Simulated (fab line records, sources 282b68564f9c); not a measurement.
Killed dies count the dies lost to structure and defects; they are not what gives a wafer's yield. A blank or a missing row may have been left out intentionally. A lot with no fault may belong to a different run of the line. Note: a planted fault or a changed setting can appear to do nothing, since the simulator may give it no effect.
Which tool did it? / flow rit_cmos / route of 202 steps, sampled at 1 step: 7 lots, 21 wafers

## WHAT EACH GAUGE READ, for each wafer
RIT_NWELL_TW_MEAS_10.
lot=L550; measured=day 2 03:18; on=film_metro-01; NWELL_TW=2181 2182 2185
lot=L555; measured=day 3 03:58; on=film_metro-04; NWELL_TW=2132 2117 2128
lot=L557; measured=day 3 14:35; on=film_metro-04; NWELL_TW=2112 2120 2130
lot=L560; measured=day 4 04:13; on=film_metro-01; NWELL_TW=2192 2193 2189
lot=L562; measured=day 4 13:53; on=film_metro-01; NWELL_TW=2171 2186 2185
lot=L564; measured=day 5 00:28; on=film_metro-04; NWELL_TW=2122 2120 2120
lot=L569; measured=day 6 01:31; on=film_metro-04; NWELL_TW=2106 2118 2107

## WHICH TOOL RAN EACH LOT (tool, then ch and the chambers of the sampled wafers, then the start)
The record shows no process step preceding these readings.

## THE ANSWER, worked out from the rows above alone
Rule: the usual values come from the lots themselves. The widest of any qualifying gaps counts: lots, ordered by their means at a reading, are off when they make up no more than a third of the lots, leave a main group of 4 or more, and stand apart from it by 3 or more times the standard deviation of that group's means. A main group whose means are all the same, to the digits that the tables above print for the reading, isn't used. A lot without any number at a reading at which 4 lots or more have one is off too. Any other lot the step has rows for is counted as sound.
None of the lots is off at any reading shown; this tells nothing.

## WHAT THE SIMULATOR HAD PUT IN
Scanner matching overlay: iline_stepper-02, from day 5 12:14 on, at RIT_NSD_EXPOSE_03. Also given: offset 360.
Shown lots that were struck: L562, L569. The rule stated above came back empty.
